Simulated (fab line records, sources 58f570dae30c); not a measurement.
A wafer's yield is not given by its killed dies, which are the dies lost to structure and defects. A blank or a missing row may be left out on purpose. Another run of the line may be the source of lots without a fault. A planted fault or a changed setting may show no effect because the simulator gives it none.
fab line records ; flow berkeley_cmos170
[record] lots = 6; wafers = 18; last_day = 11
route steps=331 shown BACKSIDE@202 SDANNEAL@204 PSD@206 NSD@207 PLDD@208 NLDD@209 SILICIDE@210
lots untouched by any fault: they come from a run of this same line in which no faults occurred
start_h: the number of hours between the record's first day and the start of the first shown wafer of the lot ; wait_h: hours elapsed since this lot's preceding step ; " unchanged from the row above ; L1.1+2: a single row standing in for several wafers ; - no value, or no start was given ; * or withheld: withheld ; < > ~ a bound
route shown NAME@n: a module of which the file shows steps, and the number in the route of the first ; usual: the fault-free wafers' mean and standard deviation ; same: alike in all rows ; chamber/n: place in a boat ; sites: readings site by site ; _std_site: their standard deviation ; _edge_site: the outer-site mean with the inner-site mean subtracted ; radius_mm: for every site, how far away it sits from the centre of the wafer ; mask NAME#n: copy n ; behind: the last tool/chamber to shape the wafer ; hold: reason for holding the lot/hours on hold/outcome of the hold ; device: transistor that didn't switch, given as n, p or np ; end of line: at the end of the route, the tests of the same wafers ; for a step that has no rows: nothing shown but its recipe ; killed: the dies lost at the first sort to structure and to defects; this is not the yield of the wafer ; map: the dies of a wafer, with x for killed, . for not killed, _ for no die there
set.NAME: the setting the step ran with; set.NAME@STEP: the setting that earlier step ran with ; model.NAME: the simulator's own value behind a step, which no gauge read
lots seen at some steps along the route; tables by step, rows by wafer
services: from which hour (start_h, from the record's first day; less than 0 if before it) a tool's chamber was out of use, for how many hours, and why
[[steps]]
[step UCB170_BACKSIDE_STRIP_03]
[recipe] chemistry = O2; power_w = 400; pressure_mtorr = 3500; platen_temp_c = withheld; o2_flow_sccm = 400; overash_fraction = 0.5
[usual] drypump_motor_current_A = 5.7/0.46; oes_product_au = 0.734/0.0046; strip_time_to_endpoint_s = 21.98/0.062
lot.wafer;tool;chamber;start_h;wait_h;drypump_motor_current_A;oes_product_au;rf_hours_counter_h;strip_time_to_endpoint_s
L869.1;plasma_asher-04;1;119.28;0.1;5.6;0.731;0;21.92
L869.3;plasma_asher-04;1;119.28;0.1;5.6;0.738;-;21.89
L869.4;plasma_asher-04;0;119.28;0.1;5.5;0.735;-;21.86
L880.1;plasma_asher-01;0;199.56;0.1;6.5;0.729;40;22.09
L880.3;plasma_asher-01;0;199.56;0.1;6.5;0.742;-;21.99
L880.6;plasma_asher-01;1;199.56;0.1;5.6;0.731;-;22.04
L883.2;plasma_asher-01;1;211.14;0.1;5.6;0.733;41;22.06
L883.3;plasma_asher-01;1;211.14;0.1;5.6;0.739;-;21.93
L883.6;plasma_asher-01;0;211.14;0.1;6.5;0.725;-;21.92
L881.2;plasma_asher-01;0;211.49;0.1;6.5;0.731;41;21.96
L881.3;plasma_asher-01;0;211.49;0.1;6.5;0.733;-;21.93
L881.6;plasma_asher-01;0;211.49;0.1;6.5;0.732;-;21.88
L887.1;plasma_asher-04;0;234.34;0.1;5.5;0.732;12;22.05
L887.3;plasma_asher-04;0;234.34;0.1;5.5;0.736;-;22.03
L887.5;plasma_asher-04;0;234.34;0.1;5.5;0.737;-;22.01
L892.1;plasma_asher-01;0;244.83;0.1;6.6;0.733;45;21.91
L892.2;plasma_asher-01;1;244.83;0.1;5.7;0.742;45;21.89
L892.4;plasma_asher-01;0;244.83;0.1;6.5;0.734;-;21.94
[step UCB170_BACKSIDE_CLEAN_04]
[recipe] chemistry = SPM; temp_c = 120; time_s = 600
[step UCB170_SDANNEAL_RTA_00]
[recipe] temp_c = 900; time_s = 10; ambient = N2
[usual] anneal_temp_c_max = 904.6/1.2; chamber_o2_ppm = 1.999/0.021; lamp_power_pct = 25.5/0.49; wafer_temp_C_max = 904.5/1.2
[same] time_s = 10
lot.wafer;tool;chamber;start_h;wait_h;anneal_temp_c_max;chamber_o2_ppm;lamp_power_pct;wafer_temp_C_max
L869.1;rtp_anneal-01;0;119.56;0.0;903.5;1.998;26.0;905.3
L869.3;rtp_anneal-01;0;119.56;0.0;903.4;2.024;26.0;906.3
L869.4;rtp_anneal-01;0;119.56;0.0;903.6;2.030;26.1;907.1
L880.1;rtp_anneal-01;0;199.97;0.0;903.4;2.001;26.0;905.5
L880.3;rtp_anneal-01;0;199.97;0.0;903.6;1.972;26.1;904.4
L880.6;rtp_anneal-01;0;199.97;0.0;903.3;1.989;26.0;907.1
L883.2;rtp_anneal-01;0;211.48;0.0;903.5;2.005;26.1;904.5
L883.3;rtp_anneal-01;0;211.48;0.0;904.2;1.976;26.0;904.9
L883.6;rtp_anneal-01;0;211.48;0.0;904.2;2.017;26.1;904.9
L881.2;rtp_anneal-02;0;211.79;0.0;904.7;1.963;25.1;904.1
L881.3;rtp_anneal-02;0;211.79;0.0;905.0;1.996;25.1;903.3
L881.6;rtp_anneal-02;0;211.79;0.0;905.6;1.989;25.1;903.7
L887.1;rtp_anneal-01;0;234.63;0.0;904.9;2.011;26.0;906.0
L887.3;rtp_anneal-01;0;234.63;0.0;903.8;1.986;26.1;905.4
L887.5;rtp_anneal-01;0;234.63;0.0;905.5;2.009;26.0;905.5
L892.1;rtp_anneal-02;0;245.11;0.0;904.6;2.006;25.0;903.2
L892.2;rtp_anneal-02;0;245.11;0.0;904.3;2.011;25.1;903.1
L892.4;rtp_anneal-02;0;245.11;0.0;907.7;2.018;25.1;904.0
[step UCB170_SDANNEAL_RTA_01]
[recipe] temp_c = 1050; time_s = 5; ambient = N2
[usual] anneal_temp_c_max = 1055.8/1.3; chamber_o2_ppm = 2.000/0.021; lamp_power_pct = 39.3/0.75; wafer_temp_C_max = 1055.1/1.4
[same] time_s = 5
lot.wafer;tool;chamber;start_h;wait_h;anneal_temp_c_max;chamber_o2_ppm;lamp_power_pct;wafer_temp_C_max
L869.1;rtp_anneal-01;0;119.63;0.1;1054.3;1.991;40.2;1057.6
L869.3;rtp_anneal-01;0;119.63;0.1;1055.8;2.002;40.2;1055.2
L869.4;rtp_anneal-01;0;119.63;0.1;1056.3;2.013;40.2;1055.9
L880.1;rtp_anneal-01;0;200.04;0.1;1055.1;2.000;40.2;1054.3
L880.3;rtp_anneal-01;0;200.04;0.1;1053.7;1.986;40.2;1056.1
L880.6;rtp_anneal-01;0;200.04;0.1;1054.2;2.010;40.1;1056.4
L883.2;rtp_anneal-01;0;211.54;0.1;1054.7;2.018;40.2;1055.1
L883.3;rtp_anneal-01;0;211.54;0.1;1054.5;2.021;40.2;1054.7
L883.6;rtp_anneal-01;0;211.54;0.1;1053.8;1.975;40.2;1056.2
L881.2;rtp_anneal-02;0;211.85;0.1;1057.5;1.971;38.7;1054.2
L881.3;rtp_anneal-02;0;211.85;0.1;1055.9;1.972;38.7;1054.7
L881.6;rtp_anneal-02;0;211.85;0.1;1056.0;1.960;38.6;1054.3
L887.1;rtp_anneal-01;0;234.70;0.1;1054.6;1.987;40.2;1055.9
L887.3;rtp_anneal-01;0;234.70;0.1;1053.8;2.014;40.2;1056.6
L887.5;rtp_anneal-01;0;234.70;0.1;1054.5;2.004;40.2;1056.7
L892.1;rtp_anneal-02;0;245.17;0.1;1055.4;1.998;38.7;1053.6
L892.2;rtp_anneal-02;0;245.17;0.1;1056.4;1.997;38.7;1052.5
L892.4;rtp_anneal-02;0;245.17;0.1;1055.9;1.975;38.6;1054.0
[step UCB170_SDANNEAL_RS_MEAS_02]
[recipe] thk_meas_gauge = four-point-probe
[usual] PSD_RS = 75.46/0.27
lot.wafer;tool;chamber;start_h;wait_h;PSD_RS[ohm/sq]
L869.1;film_metro-02;-;119.68;0.0;75.32
L869.3;film_metro-02;-;119.68;0.0;75.20
L869.4;film_metro-02;-;119.68;0.0;74.90
L880.1;film_metro-02;-;200.10;0.0;75.68
L880.3;film_metro-02;-;200.10;0.0;75.54
L880.6;film_metro-02;-;200.10;0.0;75.35
L883.2;film_metro-03;-;211.66;0.1;75.21
L883.3;film_metro-03;-;211.66;0.1;75.30
L883.6;film_metro-03;-;211.66;0.1;75.06
L881.2;film_metro-02;-;211.92;0.1;75.34
L881.3;film_metro-02;-;211.92;0.1;75.28
L881.6;film_metro-02;-;211.92;0.1;75.50
L887.1;film_metro-03;-;234.76;0.0;75.52
L887.3;film_metro-03;-;234.76;0.0;75.72
L887.5;film_metro-03;-;234.76;0.0;75.71
L892.1;film_metro-02;-;245.23;0.0;74.74
L892.2;film_metro-02;-;245.23;0.0;75.09
L892.4;film_metro-02;-;245.23;0.0;74.96
[step UCB170_SDANNEAL_RS_MEAS_03]
[recipe] thk_meas_gauge = four-point-probe
[usual] NSD_RS = 37.24/0.099
lot.wafer;tool;chamber;start_h;wait_h;NSD_RS[ohm/sq]
L869.1;film_metro-02;-;119.80;0.1;37.19
L869.3;film_metro-02;-;119.80;0.1;37.20
L869.4;film_metro-02;-;119.80;0.1;37.18
L880.1;film_metro-02;-;200.22;0.1;37.18
L880.3;film_metro-02;-;200.22;0.1;37.15
L880.6;film_metro-02;-;200.22;0.1;37.26
L883.2;film_metro-03;-;211.78;0.1;37.31
L883.3;film_metro-03;-;211.78;0.1;37.43
L883.6;film_metro-03;-;211.78;0.1;37.37
L881.2;film_metro-02;-;212.04;0.1;37.19
L881.3;film_metro-02;-;212.04;0.1;37.21
L881.6;film_metro-02;-;212.04;0.1;37.23
L887.1;film_metro-03;-;234.88;0.1;37.23
L887.3;film_metro-03;-;234.88;0.1;37.23
L887.5;film_metro-03;-;234.88;0.1;37.45
L892.1;film_metro-02;-;245.35;0.1;37.20
L892.2;film_metro-02;-;245.35;0.1;37.32
L892.4;film_metro-02;-;245.35;0.1;37.26
[step UCB170_SDANNEAL_RS_MEAS_04]
[recipe] thk_meas_gauge = four-point-probe
[usual] PLDD_RS = 1030.7/2.4
lot.wafer;tool;chamber;start_h;wait_h;PLDD_RS[ohm/sq]
L869.1;film_metro-02;-;119.92;0.1;1037.6
L869.3;film_metro-02;-;119.92;0.1;1036.9
L869.4;film_metro-02;-;119.92;0.1;1032.6
L880.1;film_metro-02;-;200.34;0.1;1031.3
L880.3;film_metro-02;-;200.34;0.1;1033.5
L880.6;film_metro-02;-;200.34;0.1;1029.1
L883.2;film_metro-03;-;211.90;0.1;1030.0
L883.3;film_metro-03;-;211.90;0.1;1030.2
L883.6;film_metro-03;-;211.90;0.1;1032.0
L881.2;film_metro-02;-;212.16;0.1;1029.1
L881.3;film_metro-02;-;212.16;0.1;1030.0
L881.6;film_metro-02;-;212.16;0.1;1031.4
L887.1;film_metro-03;-;235.00;0.1;1033.4
L887.3;film_metro-03;-;235.00;0.1;1033.2
L887.5;film_metro-03;-;235.00;0.1;1035.0
L892.1;film_metro-02;-;245.47;0.1;1030.8
L892.2;film_metro-02;-;245.47;0.1;1033.7
L892.4;film_metro-02;-;245.47;0.1;1029.7
[step UCB170_SDANNEAL_RS_MEAS_05]
[recipe] thk_meas_gauge = four-point-probe
[usual] NLDD_RS = 615.9/1.4
lot.wafer;tool;chamber;start_h;wait_h;NLDD_RS[ohm/sq]
L869.1;film_metro-02;-;120.04;0.1;616.8
L869.3;film_metro-02;-;120.04;0.1;618.7
L869.4;film_metro-02;-;120.04;0.1;615.5
L880.1;film_metro-02;-;200.46;0.1;616.0
L880.3;film_metro-02;-;200.46;0.1;617.6
L880.6;film_metro-02;-;200.46;0.1;615.8
L883.2;film_metro-03;-;212.02;0.1;614.5
L883.3;film_metro-03;-;212.02;0.1;615.8
L883.6;film_metro-03;-;212.02;0.1;617.9
L881.2;film_metro-02;-;212.28;0.1;616.2
L881.3;film_metro-02;-;212.28;0.1;616.1
L881.6;film_metro-02;-;212.28;0.1;615.9
L887.1;film_metro-03;-;235.12;0.1;617.0
L887.3;film_metro-03;-;235.12;0.1;615.6
L887.5;film_metro-03;-;235.12;0.1;615.8
L892.1;film_metro-02;-;245.59;0.1;615.7
L892.2;film_metro-02;-;245.59;0.1;615.9
L892.4;film_metro-02;-;245.59;0.1;615.9
[step UCB170_SILICIDE_PRE_CLEAN_00]
[recipe] gas = Ar; preclean_etch_time_s = 60
[step UCB170_SILICIDE_SPUTTER_01]
[recipe] material = Ti; target_thk_nm = 30; time_s = 25; power_w = 1500; chamber_pressure_pa = 0.5
[usual] throttle_valve_pct = 30.1/1.5
[same] time_s = 25
lot.wafer;tool;chamber;start_h;wait_h;throttle_valve_pct
L869.1;pvd_sputter-04;-;120.23;0.0;30.1
L869.3;pvd_sputter-04;-;120.23;0.0;32.6
L869.4;pvd_sputter-04;-;120.23;0.0;32.2
L880.1;pvd_sputter-04;-;200.64;0.0;30.3
L880.3;pvd_sputter-04;-;200.64;0.0;27.7
L880.6;pvd_sputter-04;-;200.64;0.0;27.3
L883.2;pvd_sputter-04;-;212.19;0.0;30.0
L883.3;pvd_sputter-04;-;212.19;0.0;32.8
L883.6;pvd_sputter-04;-;212.19;0.0;30.3
L881.2;pvd_sputter-02;-;212.45;0.0;30.4
L881.3;pvd_sputter-02;-;212.45;0.0;29.9
L881.6;pvd_sputter-02;-;212.45;0.0;30.3
L887.1;pvd_sputter-04;-;235.30;0.0;32.8
L887.3;pvd_sputter-04;-;235.30;0.0;30.1
L887.5;pvd_sputter-04;-;235.30;0.0;32.4
L892.1;pvd_sputter-04;-;245.78;0.0;32.8
L892.2;pvd_sputter-04;-;245.78;0.0;30.3
L892.4;pvd_sputter-04;-;245.78;0.0;32.5
[step UCB170_SILICIDE_RS_MEAS_02]
[recipe] thk_meas_gauge = four-point-probe; reads = Ti_of_SILICIDE_SPUTTER_01
[usual] SILICIDE_TI_RS = 26.3/0.44
lot.wafer;tool;chamber;start_h;wait_h;SILICIDE_TI_RS[ohm/sq]
L869.1;film_metro-04;-;120.26;0.0;26.5
L869.3;film_metro-04;-;120.26;0.0;26.8
L869.4;film_metro-04;-;120.26;0.0;26.3
L880.1;film_metro-01;-;200.67;0.0;26.3
L880.3;film_metro-01;-;200.67;0.0;26.4
L880.6;film_metro-01;-;200.67;0.0;26.2
L883.2;film_metro-04;-;212.24;0.0;26.2
L883.3;film_metro-04;-;212.24;0.0;26.2
L883.6;film_metro-04;-;212.24;0.0;26.1
L881.2;film_metro-04;-;212.50;0.0;26.2
L881.3;film_metro-04;-;212.50;0.0;26.8
L881.6;film_metro-04;-;212.50;0.0;26.2
L887.1;film_metro-04;-;235.34;0.0;26.4
L887.3;film_metro-04;-;235.34;0.0;26.4
L887.5;film_metro-04;-;235.34;0.0;26.4
L892.1;film_metro-04;-;245.81;0.0;26.1
L892.2;film_metro-04;-;245.81;0.0;25.8
L892.4;film_metro-04;-;245.81;0.0;26.2
[step UCB170_SILICIDE_THK_MEAS_03]
[recipe] thk_meas_gauge = xrf; reads = Ti_of_SILICIDE_SPUTTER_01
[usual] SILICIDE_TI_THK = 29.8/0.44
lot.wafer;tool;chamber;start_h;wait_h;SILICIDE_TI_THK[nm]
L869.1;film_metro-04;-;120.38;0.1;29.6
L869.3;film_metro-04;-;120.38;0.1;29.2
L869.4;film_metro-04;-;120.38;0.1;29.7
L880.1;film_metro-01;-;200.79;0.1;30.0
L880.3;film_metro-01;-;200.79;0.1;29.9
L880.6;film_metro-01;-;200.79;0.1;29.9
L883.2;film_metro-04;-;212.35;0.1;29.9
L883.3;film_metro-04;-;212.35;0.1;29.9
L883.6;film_metro-04;-;212.35;0.1;29.9
L881.2;film_metro-04;-;212.61;0.1;29.7
L881.3;film_metro-04;-;212.61;0.1;29.3
L881.6;film_metro-04;-;212.61;0.1;29.8
L887.1;film_metro-04;-;235.46;0.1;29.4
L887.3;film_metro-04;-;235.46;0.1;29.4
L887.5;film_metro-04;-;235.46;0.1;29.4
L892.1;film_metro-04;-;245.93;0.1;30.0
L892.2;film_metro-04;-;245.93;0.1;30.2
L892.4;film_metro-04;-;245.93;0.1;29.9
[step UCB170_SILICIDE_RTA_04]
[recipe] temp_c = 650; time_s = 15; ambient = N2
[usual] anneal_temp_c_max = 653.2/0.87; chamber_o2_ppm = 1.999/0.023; lamp_power_pct = 10.99/0.21; time_s = 15/0; wafer_temp_C_max = 653.4/0.9
lot.wafer;tool;chamber;start_h;wait_h;anneal_temp_c_max;chamber_o2_ppm;lamp_power_pct;time_s;wafer_temp_C_max
L869.1;rtp_anneal-02;0;120.44;0.1;654.0;2.007;10.72;15;652.1
L869.3;rtp_anneal-02;0;120.44;0.1;653.7;2.014;10.74;15;652.5
L869.4;rtp_anneal-02;0;120.44;0.1;653.5;2.019;10.74;15;652.6
L880.1;rtp_anneal-02;-;200.85;0.1;-;-;-;-;-
L880.3;rtp_anneal-02;-;200.85;0.1;-;-;-;-;-
L880.6;rtp_anneal-02;-;200.85;0.1;-;-;-;-;-
L883.2;rtp_anneal-01;0;212.41;0.1;652.3;1.998;11.16;15;654.6
L883.3;rtp_anneal-01;0;212.41;0.1;652.8;1.980;11.17;15;653.7
L883.6;rtp_anneal-01;0;212.41;0.1;653.7;2.020;11.17;15;654.4
L881.2;rtp_anneal-01;-;212.67;0.1;-;-;-;-;-
L881.3;rtp_anneal-01;-;212.67;0.1;-;-;-;-;-
L881.6;rtp_anneal-01;-;212.67;0.1;-;-;-;-;-
L887.1;rtp_anneal-01;0;235.52;0.1;652.0;1.977;11.16;15;653.9
L887.3;rtp_anneal-01;0;235.52;0.1;651.9;1.953;11.16;15;654.2
L887.5;rtp_anneal-01;0;235.52;0.1;652.8;1.957;11.16;15;653.8
L892.1;rtp_anneal-01;0;245.99;0.1;652.6;1.965;11.16;15;653.1
L892.2;rtp_anneal-01;0;245.99;0.1;652.4;1.967;11.18;15;653.1
L892.4;rtp_anneal-01;0;245.99;0.1;652.4;2.020;11.17;15;653.1
[step UCB170_SILICIDE_WET_ETCH_05]
[recipe] chemistry = SPM; time_s = 45; temp_c = 120; target = Ti
[[services]]
tool;chamber;start_h;hours;kind
plasma_asher-01;-;106.77;0.6;repair
plasma_asher-04;-;108.75;9.0;pm
plasma_asher-04;0;108.75;9.0;vent_cycle
plasma_asher-04;1;108.75;9.0;vent_cycle
plasma_asher-01;-;108.90;4.3;pm
plasma_asher-04;0;117.75;-;clean
plasma_asher-04;1;117.75;-;clean
pvd_sputter-02;-;130.45;4.3;repair
rtp_anneal-02;-;130.63;6.3;pm
pvd_sputter-02;-;139.81;1.5;repair
plasma_asher-01;-;227.84;1.7;repair
[[key]]
[first_sign] step = UCB170_SILICIDE_RTA_04; reading = tool_record; direction = missing
effect none on later readings
met_at UCB170_SILICIDE_RTA_04
struck_wafers L880.1,L880.3,L880.6,L881.2,L881.3,L881.6
later_rows_left_out L880.1,L880.3,L880.6,L881.2,L881.3,L881.6
sort_left_out L880.1,L880.3,L880.6,L881.2,L881.3,L881.6
tester_left_out L880,L881
onset_between 120.44 200.85
[fault] kind = skipped_step_whole; tool = rtp_anneal-01,rtp_anneal-02; chamber = -; onset_h = 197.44; steps = UCB170_SILICIDE_RTA_04; scope = struck_lots_only
// tester_left_out: of these lots the tester's yield and bins aren't shown, on N5 and GAA mostly nor the transistor test; their killed dies are dies lost to structure and defects alone, not to doping, threshold or leakage, so they don't give the yield
// sort_left_out: the simulated sort isn't trusted on such a fault, so these wafers' sort isn't shown, and their yield isn't known
// later_rows_left_out: the simulator's readings of these wafers behind a module that went badly wrong aren't trusted and aren't shown, but for the sort
